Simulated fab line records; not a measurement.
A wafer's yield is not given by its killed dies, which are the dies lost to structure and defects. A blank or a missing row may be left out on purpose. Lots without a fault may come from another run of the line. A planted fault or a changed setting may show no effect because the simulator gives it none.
fab line records | flow ritCmos
[record] lots = 14 | wafers = 42 | lastDay = 7
route steps=202 shown PRETRO@74 GATE@96 NLDD@111 M1@185
lots that met no fault: taken from a fault-free run of the same line
startH: hours from the record's opening day to when the first of the lot's shown wafers began | waitH: how many hours have passed since the lot's step before this one | " repeats the value in the row above | L1.1+2: a row that stands for several wafers | - no value present, or no start provided | * or withheld: withheld | < > ~ a bound
route shown NAME@n: NAME is a module with steps in the file, n the number in the route of the first one | usual: mean/standard deviation of fault-free wafers | same: alike in all rows | chamber/n: place in a boat | sites: readings site by site | _std_site: the standard deviation of these | _edge_site: outer sites' mean less inner sites' | radiusMm: for every site, how far away it sits from the centre of the wafer | mask NAME#n: copy n | behind: the last tool/chamber to shape the wafer | hold: what put the lot on hold/how long, in hours/how the hold closed | device: the n, p or np transistor that did not switch | end of line: the same wafers' tests at the end of the route | a step with no rows: only its recipe | killed: the dies lost at the first sort to structure and to defects; this is not the yield of the wafer | map: per-die view of a wafer (x killed, . not killed, _ where there is no die)
set.NAME: the setting the step ran with; set.NAME@STEP: the setting that earlier step ran with | model.NAME: the simulator's own value behind a step, which no gauge read
one table for each step of the route and one row for each wafer, over a sample of lots
services: the hour from which a tool's chamber was out of use, counted from the record's first day as startH (under 0 if before that day), plus the number of hours and why
[[steps]]
[step RIT_PRETRO_TW_MEAS_10]
[usual] PRETRO_TW = 476/5.3
lot.wafer | tool         | chamber | startH | waitH | PRETRO_TW
L562.1    | filmMetro-01 | -       | 34.16  | 0.1   | 488
L562.4    | "            | -       | "      | "     | 483
L562.6    | "            | -       | "      | "     | 485
L563.2    | filmMetro-01 | -       | 38.42  | 0.1   | 483
L563.3    | "            | -       | "      | "     | 484
L563.6    | "            | -       | "      | "     | 485
L564.2    | filmMetro-02 | -       | 42.01  | 0.1   | 467
L564.3    | "            | -       | "      | "     | 469
L564.4    | "            | -       | "      | "     | 464
L565.3    | filmMetro-03 | -       | 48.06  | 0.1   | 476
L565.4    | "            | -       | "      | "     | 479
L565.6    | "            | -       | "      | "     | 476
L567.3    | filmMetro-02 | -       | 59.96  | 0.1   | 466
L567.5    | "            | -       | "      | "     | 468
L567.6    | "            | -       | "      | "     | 465
L568.1    | filmMetro-03 | -       | 65.27  | 0.1   | 477
L568.3    | "            | -       | "      | "     | 480
L568.4    | "            | -       | "      | "     | 480
L569.1    | filmMetro-03 | -       | 67.81  | 0.1   | 478
L569.2    | "            | -       | "      | "     | 477
L569.3    | "            | -       | "      | "     | 480
L570.2    | filmMetro-03 | -       | 72.99  | 0.1   | 477
L570.4    | "            | -       | "      | "     | 476
L570.6    | "            | -       | "      | "     | 477
L571.1    | filmMetro-02 | -       | 77.94  | 0.1   | 470
L571.4    | "            | -       | "      | "     | 470
L571.5    | "            | -       | "      | "     | 469
L574.4    | filmMetro-03 | -       | 102.34 | 0.1   | 476
L574.5    | "            | -       | "      | "     | 474
L574.6    | "            | -       | "      | "     | 475
L578.3    | filmMetro-03 | -       | 117.79 | 0.1   | 475
L578.4    | "            | -       | "      | "     | 476
L578.6    | "            | -       | "      | "     | 475
L581.2    | filmMetro-02 | -       | 130.29 | 0.1   | 469
L581.3    | "            | -       | "      | "     | 472
L581.6    | "            | -       | "      | "     | 473
L582.1    | filmMetro-03 | -       | 135.26 | 0.1   | 479
L582.2    | "            | -       | "      | "     | 479
L582.3    | "            | -       | "      | "     | 479
L583.1    | filmMetro-03 | -       | 138.39 | 0.1   | 478
L583.3    | "            | -       | "      | "     | 477
L583.6    | "            | -       | "      | "     | 477
[step RIT_GATE_STRIP_20]
[recipe] chemistry = O2 | timeS = 180 | resist = NOVOLAK | platenTempC = withheld | powerW = 500 | pressureMtorr = 4000 | o2FlowSccm = 4000
[usual] drypumpMotorCurrentA = 5.84/0.22 | rfReflPowerW = 6.7/1.4
lot.wafer | tool           | chamber | startH | waitH | drypumpMotorCurrentA | rfHoursCounterH | rfReflPowerW
L562.1    | plasmaAsher-01 | 0       | 39.31  | 0.1   | 5.64                 | 40              | 7.0
L562.4    | "              | 0       | "      | "     | 5.66                 | -               | 6.8
L562.6    | "              | 0       | "      | "     | 5.65                 | -               | 6.5
L563.2    | plasmaAsher-01 | 1       | 45.97  | 0.1   | 5.81                 | 41              | 8.3
L563.3    | "              | 1       | "      | "     | 5.78                 | -               | 8.4
L563.6    | "              | 1       | "      | "     | 5.75                 | -               | 8.4
L564.2    | plasmaAsher-03 | 1       | 48.29  | 0.1   | 6.08                 | 38              | 7.1
L564.3    | "              | 0       | "      | "     | 6.17                 | -               | 6.7
L564.4    | "              | 1       | "      | "     | 6.08                 | -               | 7.0
L565.3    | plasmaAsher-02 | 1       | 55.43  | 0.1   | 5.65                 | -               | 5.1
L565.4    | "              | 0       | "      | "     | 5.61                 | -               | 4.2
L565.6    | "              | 0       | "      | "     | 5.64                 | -               | 4.2
L567.3    | plasmaAsher-01 | 1       | 66.81  | 0.1   | 5.73                 | -               | 8.9
L567.5    | "              | 0       | "      | "     | 5.65                 | -               | 6.9
L567.6    | "              | 1       | "      | "     | 5.75                 | -               | 8.9
L568.1    | plasmaAsher-03 | 0       | 71.71  | 0.1   | 6.16                 | 40              | 6.9
L568.3    | "              | 0       | "      | "     | 6.14                 | -               | 7.1
L568.4    | "              | 1       | "      | "     | 6.09                 | -               | 7.0
L569.1    | plasmaAsher-01 | 0       | 73.35  | 0.1   | 5.69                 | 44              | 7.0
L569.2    | "              | 1       | "      | "     | 5.74                 | 44              | 8.3
L569.3    | "              | 1       | "      | "     | 5.77                 | -               | 8.0
L570.2    | plasmaAsher-02 | 0       | 84.32  | 0.1   | 5.65                 | 31              | 4.2
L570.4    | "              | 0       | "      | "     | 5.65                 | -               | 4.1
L570.6    | "              | 1       | "      | "     | 5.65                 | -               | 5.4
L571.1    | plasmaAsher-02 | 1       | 89.12  | 0.1   | 5.65                 | 31              | 5.3
L571.4    | "              | 1       | "      | "     | 5.64                 | -               | 5.3
L571.5    | "              | 1       | "      | "     | 5.65                 | -               | 5.3
L574.4    | plasmaAsher-01 | 0       | 110.43 | 0.1   | 5.67                 | -               | 7.0
L574.5    | "              | 0       | "      | "     | 5.62                 | -               | 6.7
L574.6    | "              | 1       | "      | "     | 5.76                 | -               | 8.7
L578.3    | plasmaAsher-01 | 0       | 125.51 | 0.1   | 5.67                 | -               | 6.9
L578.4    | "              | 1       | "      | "     | 5.76                 | -               | 8.7
L578.6    | "              | 0       | "      | "     | 5.68                 | -               | 6.6
L581.2    | plasmaAsher-02 | 0       | 137.81 | 0.1   | 5.66                 | 35              | 4.1
L581.3    | "              | 1       | "      | "     | 5.65                 | -               | 5.1
L581.6    | "              | 1       | "      | "     | 5.64                 | -               | 5.1
L582.1    | plasmaAsher-03 | 0       | 141.18 | 0.1   | 6.15                 | 48              | 6.9
L582.2    | "              | 1       | "      | "     | 6.07                 | 48              | 6.8
L582.3    | "              | 1       | "      | "     | 6.08                 | -               | 7.2
L583.1    | plasmaAsher-02 | 1       | 144.04 | 0.1   | 5.63                 | 36              | 5.3
L583.3    | "              | 1       | "      | "     | 5.66                 | -               | 5.3
L583.6    | "              | 1       | "      | "     | 5.63                 | -               | 5.3
[step RIT_NLDD_IMPLANT_08]
[recipe] species = P | energyKev = 20 | doseCm2 = 5e+14 | tiltDeg = 7
[usual] beamOnS = 10.04/0.19 | doseIonsCm2 = 5e+14/5.2e+11 | faradayCurrentUA = 1567/30
lot.wafer | tool         | chamber | startH | waitH | beamOnS | doseIonsCm2 | faradayCurrentUA
L562.1    | implanter-04 | 0       | 43.77  | 0.1   | 10.27   | 5.006e+14   | 1528
L562.4    | "            | 0       | "      | "     | 10.29   | 5.001e+14   | 1523
L562.6    | "            | 0       | "      | "     | 10.00   | 4.998e+14   | 1570
L563.2    | implanter-02 | 0       | 50.64  | 0.1   | 10.21   | 4.999e+14   | 1541
L563.3    | "            | 0       | "      | "     | 10.15   | 4.998e+14   | 1557
L563.6    | "            | 0       | "      | "     | 10.19   | 4.996e+14   | 1544
L564.2    | implanter-02 | 0       | 53.24  | 0.1   | 10.01   | 5.005e+14   | 1569
L564.3    | "            | 0       | "      | "     | 10.22   | 4.998e+14   | 1534
L564.4    | "            | 0       | "      | "     | 10.21   | 4.997e+14   | 1542
L565.3    | implanter-03 | 0       | 60.55  | 0.1   | 10.08   | 5e+14       | 1567
L565.4    | "            | 0       | "      | "     | 10.22   | 5.004e+14   | 1542
L565.6    | "            | 0       | "      | "     | 10.04   | 4.997e+14   | 1575
L567.3    | implanter-03 | 0       | 71.81  | 0.1   | 9.98    | 4.993e+14   | 1571
L567.5    | "            | 0       | "      | "     | 10.16   | 4.989e+14   | 1547
L567.6    | "            | 0       | "      | "     | 10.46   | 4.992e+14   | 1496
L568.1    | implanter-04 | 0       | 77.22  | 0.1   | 9.77    | 4.996e+14   | 1607
L568.3    | "            | 0       | "      | "     | 9.78    | 5e+14       | 1608
L568.4    | "            | 0       | "      | "     | 9.57    | 5.002e+14   | 1639
L569.1    | implanter-02 | 0       | 80.72  | 0.1   | 9.82    | 5.003e+14   | 1603
L569.2    | "            | 0       | "      | "     | 9.94    | 4.989e+14   | 1584
L569.3    | "            | 0       | "      | "     | 9.66    | 4.989e+14   | 1626
L570.2    | implanter-03 | 0       | 90.07  | 0.1   | 10.20   | 4.996e+14   | 1536
L570.4    | "            | 0       | "      | "     | 10.18   | 5.001e+14   | 1549
L570.6    | "            | 0       | "      | "     | 9.77    | 4.999e+14   | 1607
L571.1    | implanter-03 | 0       | 95.94  | 0.1   | 9.99    | 5.009e+14   | 1577
L571.4    | "            | 0       | "      | "     | 9.84    | 5.009e+14   | 1590
L571.5    | "            | 0       | "      | "     | 10.18   | 5.006e+14   | 1551
L574.4    | implanter-03 | 0       | 116.42 | 0.1   | 9.83    | 7.106e+14   | 2267
L574.5    | "            | 0       | "      | "     | 10.22   | 7.104e+14   | 2190
L574.6    | "            | 0       | "      | "     | 9.66    | 7.104e+14   | 2305
L578.3    | implanter-03 | 0       | 131.88 | 0.1   | 9.99    | 7.098e+14   | 2240
L578.4    | "            | 0       | "      | "     | 10.12   | 7.104e+14   | 2205
L578.6    | "            | 0       | "      | "     | 10.11   | 7.104e+14   | 2211
L581.2    | implanter-02 | 0       | 142.53 | 0.1   | 9.89    | 4.997e+14   | 1589
L581.3    | "            | 0       | "      | "     | 10.04   | 4.996e+14   | 1556
L581.6    | "            | 0       | "      | "     | 10.31   | 5.005e+14   | 1527
L582.1    | implanter-04 | 0       | 145.70 | 0.1   | 9.95    | 5.004e+14   | 1579
L582.2    | "            | 0       | "      | "     | 10.18   | 4.997e+14   | 1548
L582.3    | "            | 0       | "      | "     | 10.02   | 4.993e+14   | 1569
L583.1    | implanter-04 | 0       | 148.72 | 0.1   | 9.91    | 5.009e+14   | 1592
L583.3    | "            | 0       | "      | "     | 9.71    | 5.001e+14   | 1617
L583.6    | "            | 0       | "      | "     | 10.18   | 5.007e+14   | 1554
[step RIT_NLDD_TW_MEAS_10]
[usual] NLDD_TW = 2513/30
lot.wafer | tool         | chamber | startH | waitH | NLDD_TW
L562.1    | filmMetro-04 | -       | 44.10  | 0.1   | 2490
L562.4    | "            | -       | "      | "     | 2490
L562.6    | "            | -       | "      | "     | 2488
L563.2    | filmMetro-01 | -       | 50.95  | 0.1   | 2540
L563.3    | "            | -       | "      | "     | 2540
L563.6    | "            | -       | "      | "     | 2549
L564.2    | filmMetro-01 | -       | 53.55  | 0.1   | 2550
L564.3    | "            | -       | "      | "     | 2551
L564.4    | "            | -       | "      | "     | 2548
L565.3    | filmMetro-04 | -       | 60.84  | 0.1   | 2466
L565.4    | "            | -       | "      | "     | 2477
L565.6    | "            | -       | "      | "     | 2481
L567.3    | filmMetro-03 | -       | 72.11  | 0.1   | 2479
L567.5    | "            | -       | "      | "     | 2475
L567.6    | "            | -       | "      | "     | 2487
L568.1    | filmMetro-03 | -       | 77.55  | 0.1   | 2482
L568.3    | "            | -       | "      | "     | 2475
L568.4    | "            | -       | "      | "     | 2481
L569.1    | filmMetro-04 | -       | 81.05  | 0.1   | 2488
L569.2    | "            | -       | "      | "     | 2483
L569.3    | "            | -       | "      | "     | 2497
L570.2    | filmMetro-03 | -       | 90.38  | 0.1   | 2496
L570.4    | "            | -       | "      | "     | 2490
L570.6    | "            | -       | "      | "     | 2497
L571.1    | filmMetro-04 | -       | 96.26  | 0.1   | 2498
L571.4    | "            | -       | "      | "     | 2494
L571.5    | "            | -       | "      | "     | 2508
L574.4    | filmMetro-03 | -       | 116.70 | 0.1   | 2734
L574.5    | "            | -       | "      | "     | 2729
L574.6    | "            | -       | "      | "     | 2728
L578.3    | filmMetro-04 | -       | 132.18 | 0.1   | 2708
L578.4    | "            | -       | "      | "     | 2706
L578.6    | "            | -       | "      | "     | 2708
L581.2    | filmMetro-01 | -       | 142.84 | 0.1   | 2544
L581.3    | "            | -       | "      | "     | 2543
L581.6    | "            | -       | "      | "     | 2573
L582.1    | filmMetro-03 | -       | 146.02 | 0.1   | 2501
L582.2    | "            | -       | "      | "     | 2508
L582.3    | "            | -       | "      | "     | 2513
L583.1    | filmMetro-04 | -       | 149.05 | 0.1   | 2488
L583.3    | "            | -       | "      | "     | 2504
L583.6    | "            | -       | "      | "     | 2474
[step RIT_SDANNEAL_RS_MEAS_07]
[recipe] thkMeasGauge = four-point-probe
[usual] NLDD_RS = 151.4/0.64
lot.wafer | tool         | chamber | startH | waitH | NLDD_RS[ohm/sq]
L562.1    | filmMetro-01 | -       | 52.14  | 0.1   | 151.5
L562.4    | "            | -       | "      | "     | 151.9
L562.6    | "            | -       | "      | "     | 151.4
L563.2    | filmMetro-03 | -       | 58.95  | 0.1   | 151.6
L563.3    | "            | -       | "      | "     | 151.9
L563.6    | "            | -       | "      | "     | 151.6
L564.2    | filmMetro-01 | -       | 61.58  | 0.1   | 151.7
L564.3    | "            | -       | "      | "     | 151.2
L564.4    | "            | -       | "      | "     | 151.2
L565.3    | filmMetro-03 | -       | 69.18  | 0.1   | 150.7
L565.4    | "            | -       | "      | "     | 150.6
L565.6    | "            | -       | "      | "     | 150.5
L567.3    | filmMetro-03 | -       | 80.21  | 0.1   | 151.9
L567.5    | "            | -       | "      | "     | 151.8
L567.6    | "            | -       | "      | "     | 152.0
L568.1    | filmMetro-01 | -       | 85.45  | 0.1   | 153.1
L568.3    | "            | -       | "      | "     | 152.9
L568.4    | "            | -       | "      | "     | 153.0
L569.1    | filmMetro-04 | -       | 88.77  | 0.1   | 152.3
L569.2    | "            | -       | "      | "     | 151.8
L569.3    | "            | -       | "      | "     | 151.9
L570.2    | filmMetro-04 | -       | 98.13  | 0.1   | 151.1
L570.4    | "            | -       | "      | "     | 151.2
L570.6    | "            | -       | "      | "     | 151.4
L571.1    | filmMetro-03 | -       | 103.88 | 0.1   | 151.6
L571.4    | "            | -       | "      | "     | 151.2
L571.5    | "            | -       | "      | "     | 151.2
L574.4    | filmMetro-04 | -       | 124.68 | 0.1   | 113.6
L574.5    | "            | -       | "      | "     | 113.5
L574.6    | "            | -       | "      | "     | 113.8
L578.3    | filmMetro-01 | -       | 142.43 | 0.1   | 114.3
L578.4    | "            | -       | "      | "     | 114.2
L578.6    | "            | -       | "      | "     | 114.1
L581.2    | filmMetro-01 | -       | 151.02 | 0.1   | 151.8
L581.3    | "            | -       | "      | "     | 151.7
L581.6    | "            | -       | "      | "     | 151.6
L582.1    | filmMetro-04 | -       | 153.80 | 0.1   | 151.4
L582.2    | "            | -       | "      | "     | 150.6
L582.3    | "            | -       | "      | "     | 150.7
L583.1    | filmMetro-01 | -       | 157.05 | 0.1   | 152.4
L583.3    | "            | -       | "      | "     | 152.0
L583.6    | "            | -       | "      | "     | 151.8
[step RIT_M1_RS_MEAS_01]
[recipe] thkMeasGauge = four-point-probe | reads = Al_of_M1_SPUTTER_00
[usual] M1_AL_RS = 0.0747/0.00079
lot.wafer | tool         | chamber | startH | waitH | M1_AL_RS[ohm/sq]
L562.1    | filmMetro-01 | -       | 55.45  | 0.1   | 0.0744
L562.4    | "            | -       | "      | "     | 0.0748
L562.6    | "            | -       | "      | "     | 0.0740
L563.2    | filmMetro-01 | -       | 62.17  | 0.2   | 0.0743
L563.3    | "            | -       | "      | "     | 0.0744
L563.6    | "            | -       | "      | "     | 0.0738
L564.2    | filmMetro-01 | -       | 64.75  | 0.2   | 0.0745
L564.3    | "            | -       | "      | "     | 0.0757
L564.4    | "            | -       | "      | "     | 0.0751
L565.3    | filmMetro-04 | -       | 72.47  | 0.2   | 0.0751
L565.4    | "            | -       | "      | "     | 0.0744
L565.6    | "            | -       | "      | "     | 0.0750
L567.3    | filmMetro-03 | -       | 83.37  | 0.2   | 0.0753
L567.5    | "            | -       | "      | "     | 0.0747
L567.6    | "            | -       | "      | "     | 0.0744
L568.1    | filmMetro-01 | -       | 88.80  | 0.1   | 0.0758
L568.3    | "            | -       | "      | "     | 0.0753
L568.4    | "            | -       | "      | "     | 0.0758
L569.1    | filmMetro-03 | -       | 92.05  | 0.1   | 0.0734
L569.2    | "            | -       | "      | "     | 0.0741
L569.3    | "            | -       | "      | "     | 0.0731
L570.2    | filmMetro-04 | -       | 101.29 | 0.2   | 0.0735
L570.4    | "            | -       | "      | "     | 0.0733
L570.6    | "            | -       | "      | "     | 0.0736
L571.1    | filmMetro-04 | -       | 107.19 | 0.1   | 0.0757
L571.4    | "            | -       | "      | "     | 0.0750
L571.5    | "            | -       | "      | "     | 0.0746
L574.4    | filmMetro-04 | -       | 127.84 | 0.2   | 0.0745
L574.5    | "            | -       | "      | "     | 0.0730
L574.6    | "            | -       | "      | "     | 0.0740
L578.3    | filmMetro-04 | -       | 145.77 | 0.2   | 0.0734
L578.4    | "            | -       | "      | "     | 0.0741
L578.6    | "            | -       | "      | "     | 0.0736
L581.2    | filmMetro-01 | -       | 154.18 | 0.2   | 0.0752
L581.3    | "            | -       | "      | "     | 0.0761
L581.6    | "            | -       | "      | "     | 0.0750
L582.1    | filmMetro-04 | -       | 157.20 | 0.1   | 0.0751
L582.2    | "            | -       | "      | "     | 0.0754
L582.3    | "            | -       | "      | "     | 0.0748
L583.1    | filmMetro-03 | -       | 160.34 | 0.1   | 0.0755
L583.3    | "            | -       | "      | "     | 0.0751
L583.6    | "            | -       | "      | "     | 0.0741
[step RIT_M1_PROBE_99]
[usual] killed_at_M0_to_M3 = 0.0/0.25 | killedAtContacts = 0.0/0.18 | killedAtFrontEnd = 7/3.4 | killedDies = 7/3.4 | killedOpen = 3.7/2.2 | killedShort = 3.6/2.2
[same] grossDies = 264 | killed_at_M4_up = 0 | killedAtBackSide = 0 | killedAtOther = 0
lot.wafer | tool      | chamber | startH | waitH | killed_at_M0_to_M3 | killedAtContacts | killedAtFrontEnd | killedDies | killedOpen | killedShort
L571.1    | prober-01 | -       | 111.22 | 0.1   | 0                  | 0                | 5                | 5          | 2          | 3
L571.4    | prober-01 | -       | 111.37 | 0.2   | 0                  | 0                | 1                | 1          | 1          | 0
L571.5    | prober-01 | -       | 111.42 | 0.2   | 0                  | 0                | 5                | 5          | 2          | 3
// killed by level:class
L571.1 GATE:geometricParticle:short=2 FOX1:geometricParticle:short=1 GATE:geometricParticle:open=1 SILICIDE:geometricParticle:open=1
L571.4 FOX2:geometricParticle:open=1
L571.5 FOX1:geometricParticle:short=1 FOX1:geometricParticle:open=1 GATE:geometricParticle:short=1 GATE:geometricParticle:open=1 REOX:geometricParticle:short=1
[[services]]
tool           | chamber | startH | hours | kind
implanter-03   | -       | 19.19  | 0.8   | repair
plasmaAsher-03 | -       | 23.76  | 2.9   | repair
implanter-02   | -       | 87.65  | 5.7   | repair
plasmaAsher-02 | -       | 104.47 | 14.6  | pm
implanter-02   | -       | 140.11 | 1.0   | repair
implanter-03   | -       | 144.48 | 1.5   | repair
[[key]]
[firstSign] step = RIT_NLDD_IMPLANT_08 | reading = doseIonsCm2 | direction = up | sigmas = 99+ | usual = 5e+14 | struck = 7.103e+14
[effect] step = RIT_NLDD_IMPLANT_08 | reading = faradayCurrentUA | direction = up | sigmas = 23 | usual = 1567 | struck = 2236
[effect] step = RIT_NLDD_TW_MEAS_10 | reading = NLDD_TW | direction = up | sigmas = 7 | usual = 2513 | struck = 2719
[effect] step = RIT_SDANNEAL_RS_MEAS_07 | reading = NLDD_RS | direction = down | sigmas = 58 | usual = 151.4 | struck = 113.9
metAt RIT_NLDD_IMPLANT_08
struckLots L574,L578
testerLeftOut L574,L578
notActingAt RIT_PRETRO_TW_MEAS_10,RIT_GATE_STRIP_20,RIT_M1_RS_MEAS_01
onsetBetween 95.94 116.42
[fault] kind = processParameterDrift | tool = implanter-03 | chamber = - | onsetH = 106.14 | steps = RIT_NLDD_IMPLANT_08 | channel = doseCm2 | offset = 2.1e+14 | shape = step | endH = 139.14 | actsIn = theseRecipesOnly | stated = 5e+14
// testerLeftOut: of these lots the tester's yield and bins aren't shown, on N5 and GAA mostly nor the transistor test; their killed dies are dies lost to structure and defects alone, not to doping, threshold or leakage, so they don't give the yield
